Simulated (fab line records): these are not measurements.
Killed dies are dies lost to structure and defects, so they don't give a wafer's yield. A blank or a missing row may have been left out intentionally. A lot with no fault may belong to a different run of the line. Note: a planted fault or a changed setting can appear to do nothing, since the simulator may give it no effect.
A struck lot beside a sound one -- flow berkeley_cmos170 -- 19 steps out of a route of 331
Sound: these wafers, L590.1, L590.2, L590.5. Wafers struck: L600.1, L600.3, L600.6. At the end, the cause is stated.
Per side, at each step with rows, come the tool, then ch with its chambers, and then its first start. Under that, the readings that differ: sound wafers -- struck wafers -- difference of the means -- sigmas: that difference in standard deviations of wafers without a fault.
alike: a reading whose means differ by less than 2 such deviations, as well as words and numbers matching on both sides. not compared: withheld readings; readings where some wafer has no value; bounds like >300 that might hide an equal value; numbers whose values overlap and for which the record gives no deviation.
A row with sigmas, a row that says differs or no value, or rows on one side alone: a step with any of these is where the two part. When numbers do not overlap yet have no deviation, they are printed without sigmas and do not part them. Lack of a reading on every wafer of one side parts them only where that side has two or more wafers.

UCB170_M1_CD_MEAS_90: target cd 700 nm.
  sound on cd_sem-01, day 9 01:49; struck on cd_sem-02, day 10 17:09
reading,sound,struck,difference,sigmas
cd_nm (nm),702.0 704.3 700.3,696.5 694.2 696.0,-6.6,-2
then, 1 step without rows for these wafers: UCB170_M1_ANNEAL_14 (time 1200 s).
UCB170_V1_CVD_00: deposits SiO2 from TEOS/O2, target thk 2000 nm, time 250 s.
  sound on pecvd-03 ch 0,2, day 9 04:29; struck on pecvd-02 ch 0,1,2, day 10 19:40
  alike: heater_power_w
UCB170_V1_THK_MEAS_01:
  sound on film_metro-04, day 9 04:38; struck on film_metro-01, day 10 19:49
  alike: V1_TEOS_THK
UCB170_V1_CMP_02: polishes SiO2.
  sound on cmp-02 ch 0,1,3, day 9 04:42; struck on cmp-01 ch 0,2,3, day 10 19:59
  alike: motor_current_A, retaining_ring_pressure_frac
UCB170_V1_BOW_MEAS_03:
  sound on film_metro-01, day 9 05:00; struck on film_metro-01, day 10 20:11
  alike: V1_BOW
UCB170_V1_THK_MEAS_04:
  sound on film_metro-01, day 9 05:07; struck on film_metro-01, day 10 20:18
  alike: V1_POLISHED_THK
then, 5 steps without rows for these wafers: UCB170_V1_CLEAN_05 (cleans in DIW); UCB170_V1_HMDS_06 (prime time 60 s); UCB170_V1_COAT_07 (resist thk 900 nm); UCB170_V1_SOFTBAKE_08 (time 60 s); UCB170_V1_EXPOSE_09 (exposes mask VIA1, target cd 700 nm).
UCB170_V1_PEB_10:
  sound on litho_track-02 ch 0, day 9 08:14; struck on litho_track-02 ch 0, day 10 21:56
reading,sound,struck,difference,sigmas
heater_power_total_W (W),56.85 56.83 56.80,59.46 59.47 59.47,+2.64,+61
plate_temp_C (C),130.01 130.25 129.89,134.71 134.74 134.56,+4.62,+29
then, 1 step without rows for these wafers: UCB170_V1_DEVELOP_11 (develop time 45 s).
UCB170_V1_CD_MEAS_12: target cd 700 nm.
  sound on cd_sem-02, day 9 08:31; struck on cd_sem-01, day 10 22:13
reading,sound,struck,difference,sigmas
cd_nm (nm),699.7 700.0 699.9,724.1 722.9 721.9,+23.1,+19
UCB170_V1_OVL_MEAS_13:
  sound on overlay-01, day 9 08:38; struck on overlay-01, day 10 22:20
  alike: V1_OVL
UCB170_V1_ETCH_14: etches SiO2 in CHF3/CF4/Ar, stops on Al, target depth 1250 nm, time 291 s.
  sound on rie_diel-03 ch 1,2, day 9 08:40; struck on rie_diel-04 ch 2,3, day 10 22:22
reading,sound,struck,difference,sigmas
model.V1.cd_nm (nm),699.9 699.5 699.3,723.1 723.4 720.9,+22.9,
  alike: drypump_motor_current_A, oes_product_au, throttle_valve_pct
  not compared: rf_hours_counter_h
UCB170_V1_STRIP_15: strips in O2.
  sound on plasma_asher-03 ch 0,1, day 9 08:51; struck on plasma_asher-03 ch 0, day 10 22:33
  alike: drypump_motor_current_A, oes_product_au, strip_time_to_endpoint_s
  not compared: rf_hours_counter_h
UCB170_M3_PROBE_99:
  rows exist in the record for the sound wafers here (prober-01, day 9 18:56), none for the struck ones

WHERE THEY PART
Earliest at UCB170_M1_CD_MEAS_90; latest, in this record, at UCB170_M3_PROBE_99.

WHY: the cause the simulator had injected
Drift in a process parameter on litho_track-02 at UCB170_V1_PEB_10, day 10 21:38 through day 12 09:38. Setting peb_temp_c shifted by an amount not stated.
